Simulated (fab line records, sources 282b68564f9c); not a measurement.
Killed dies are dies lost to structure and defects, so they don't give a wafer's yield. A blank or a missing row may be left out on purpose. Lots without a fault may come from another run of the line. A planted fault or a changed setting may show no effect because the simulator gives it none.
A struck lot beside a sound one | flow rit_cmos | 16 steps out of a route of 202
Sound: wafers L492.2, L492.3, L492.5. Struck: wafers L501.1, L501.3, L501.4. The cause comes at the end.
At each step with rows: each side's tool, then ch and its chambers, then its first start. Under that, the readings that differ: sound wafers | struck wafers | difference of the means | sigmas: that difference in standard deviations of wafers without a fault.
alike: readings whose means differ by less than 2 such deviations, and words and numbers that are the same on both sides. not compared: withheld readings, readings that some wafer has no value for, bounds like >300 that may hide the same value, and numbers for which the record gives no deviation and whose values overlap.
The two part at a step that has a row with sigmas, a row that says differs or no value, or rows on one side only. Numbers that don't overlap but have no deviation are shown without sigmas and don't part them. A reading that every wafer of one side lacks parts them only if that side has two wafers or more.

RIT_ACTIVE_BOW_MEAS_00:
  sound on film_metro-02, day 3 12:01; struck on film_metro-02, day 5 09:00
  alike: INCOMING_BOW
then, 1 step without rows for these wafers: RIT_ACTIVE_OXIDATION_01 (target thk 46.8 nm, ox time 3360 s).
RIT_ACTIVE_THK_MEAS_02:
  sound on film_metro-02, day 3 14:04; struck on film_metro-02, day 5 11:03
  alike: ACTIVE_OXIDE_THK
then, 1 step without rows for these wafers: RIT_ACTIVE_CVD_03 (deposits Si3N4 from SiH2Cl2/NH3, target thk 150 nm, time 1500 s).
RIT_ACTIVE_THK_MEAS_04:
  sound on film_metro-01, day 3 15:32; struck on film_metro-01, day 5 12:32
  alike: ACTIVE_NITRIDE_THK
then, 3 steps without rows for these wafers: RIT_ACTIVE_HMDS_05 (prime time 60 s); RIT_ACTIVE_COAT_06 (resist thk 1000 nm); RIT_ACTIVE_SOFTBAKE_07 (time 60 s).
RIT_ACTIVE_EXPOSE_08: exposes mask M1, target cd 1400 nm.
  sound on iline_stepper-01 ch 0, day 3 16:04; struck on iline_stepper-02 ch 0, day 5 13:10
  reading              | sound                | struck               | difference | sigmas
  exposure_dose_mJ_cm2 | 224.87 224.92 224.88 | 212.22 212.30 212.27 | -12.63     | -49
  alike: mask
then, 2 steps without rows for these wafers: RIT_ACTIVE_PEB_09; RIT_ACTIVE_DEVELOP_10 (develop time 50 s).
RIT_ACTIVE_CD_MEAS_11: target cd 1400 nm.
  sound on cd_sem-02, day 3 16:28; struck on cd_sem-02, day 5 13:34
  reading    | sound                | struck               | difference | sigmas
  cd_nm (nm) | 1401.2 1400.3 1400.4 | 1360.2 1366.0 1377.0 | -32.9      | -16
then, 1 step without rows for these wafers: RIT_ACTIVE_HARDBAKE_12 (time 60 s).
RIT_ACTIVE_ETCH_13: etches Si3N4 in SF6, stops on SiO2, time 210 s, target depth 210 nm.
  sound on rie_diel-04 ch 0,3, day 3 16:43; struck on rie_diel-01 ch 1,2, day 5 13:50
  reading                 | sound          | struck         | difference | sigmas
  throttle_valve_pct (%)  | 7.28 7.21 7.20 | 7.46 7.56 7.56 | +0.30      | +2
  model.ACTIVE.cd_nm (nm) | 1401 1400 1400 | 1360 1365 1377 | -33        |
  alike: drypump_motor_current_A, oes_product_au
  not compared: rf_hours_counter_h
RIT_ACTIVE_STRIP_14: strips in O2, time 180 s.
  sound on plasma_asher-03 ch 0,1, day 3 16:50; struck on plasma_asher-03 ch 0,1, day 5 13:58
  alike: drypump_motor_current_A
  not compared: rf_hours_counter_h
RIT_M1_PROBE_99:
  the record has rows for the struck wafers here (prober-02, day 7 09:21) and none for the sound ones

WHERE THEY PART
First at RIT_ACTIVE_EXPOSE_08; last, within this record, at RIT_M1_PROBE_99.

WHY: what the simulator had put in
Process parameter drift: iline_stepper-02, from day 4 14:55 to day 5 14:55, at RIT_ACTIVE_EXPOSE_08. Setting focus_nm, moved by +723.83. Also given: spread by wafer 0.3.
